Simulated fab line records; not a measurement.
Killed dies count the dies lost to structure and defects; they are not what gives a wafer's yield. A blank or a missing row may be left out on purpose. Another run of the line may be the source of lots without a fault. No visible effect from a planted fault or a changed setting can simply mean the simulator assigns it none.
8D (eight disciplines) problem report, filled in by code	flow berkeleyCmos170	the parts of the form that need people (team, actions taken, sign-off) are left out

== 1. WHAT IS WRONG ==
Mean PLDD_RS at UCB170_SDANNEAL_RS_MEAS_04: 950.9 ohm/sq over 9 wafers in 3 lots; fault-free wafers: 1031.3 ohm/sq, standard deviation 2.9. Measured from the usual mean, that is -28 standard deviations.
The step: measures by four-point-probe.
The first sign was on wafer L605.1 at day 9 08:51, on filmMetro-03. The record holds 45 wafers of 15 lots with a number at this step. The rule behind "out" and "out of limits": a value lying over 4 standard deviations away from the usual mean. All remaining wafers that have a number are taken as sound.

== 2. WHAT IT IS, AND WHAT IT ISN'T ==
question	is	is not
which readings at this step	PLDD_RS	-
which lots	L604, L605, L606	L598, L599, L600, L601, L602, L603, L611, L612, L613, L614, L620, L621
which wafers of those lots	all that have a number	-
read on which gauges	filmMetro-03, filmMetro-04	filmMetro-02
when	from day 9 08:51	up to then (18 sound wafers); but 18 sound wafers of L611, L612, L613, L614, L620, L621 came after

== 3. WHAT RULES OUT EACH SUSPECT ==
Counting: a tool at a process step up to the reading stays a suspect if it ran every lot that is out and no sound lot after the first of them.
- the gauge at UCB170_SDANNEAL_RS_MEAS_04 has been ruled out. 2 gauges (filmMetro-03, filmMetro-04) read the wafers that are out.
- furnace-04 at UCB170_SPACER_ANNEAL_02 (time 1800 s): kept. Every lot that is out went through it, starting with L604 (day 8 23:35), and after that it ran no sound lot; the last sound lot it ran before then is L599 (day 8 09:55).
Remaining after the count: furnace-04 at UCB170_SPACER_ANNEAL_02.

== 4. THE CAUSE (what the simulator had put in) ==
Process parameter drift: furnace-04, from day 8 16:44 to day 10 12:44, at UCB170_SPACER_ANNEAL_02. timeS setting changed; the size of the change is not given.
Counting left only this tool.

== 5. SEQUENCE OF EFFECTS, ordered by route ==
Each row: a reading where the mean over the struck wafers with a number is more than 3 standard deviations away from the usual. Only readings for which the record gives a usual standard deviation are gone through. hours: the time from each lot's start at the first step in this table that gives one to its start at this step, as a median over the lots. sigmas: the change in usual standard deviations.
hours	step	reading	usual	on struck wafers	change	sigmas
0	UCB170_SDANNEAL_RS_MEAS_04	PLDD_RS	1031.3 ohm/sq	950.9	-80.4	-28
3	UCB170_SDANNEAL_RS_MEAS_05	NLDD_RS	616.7 ohm/sq	606.8	-9.9	-5.8
Later measuring or inspecting steps at which every struck wafer that the step has a row for has a number for every such reading, and none has moved that far: UCB170_CONTACT_OVL_MEAS_16.

== 6. HOW IT WOULD HAVE BEEN CAUGHT EARLIER ==
16 hours passed between the start of the fault at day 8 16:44 and the first reading out of limits at a measuring or inspecting step in this record, taken at day 9 08:51.
Lots out: 3; all had begun UCB170_SPACER_ANNEAL_02 on furnace-04 by day 9 08:51. None of them would have been spared by holding the tool at that moment.
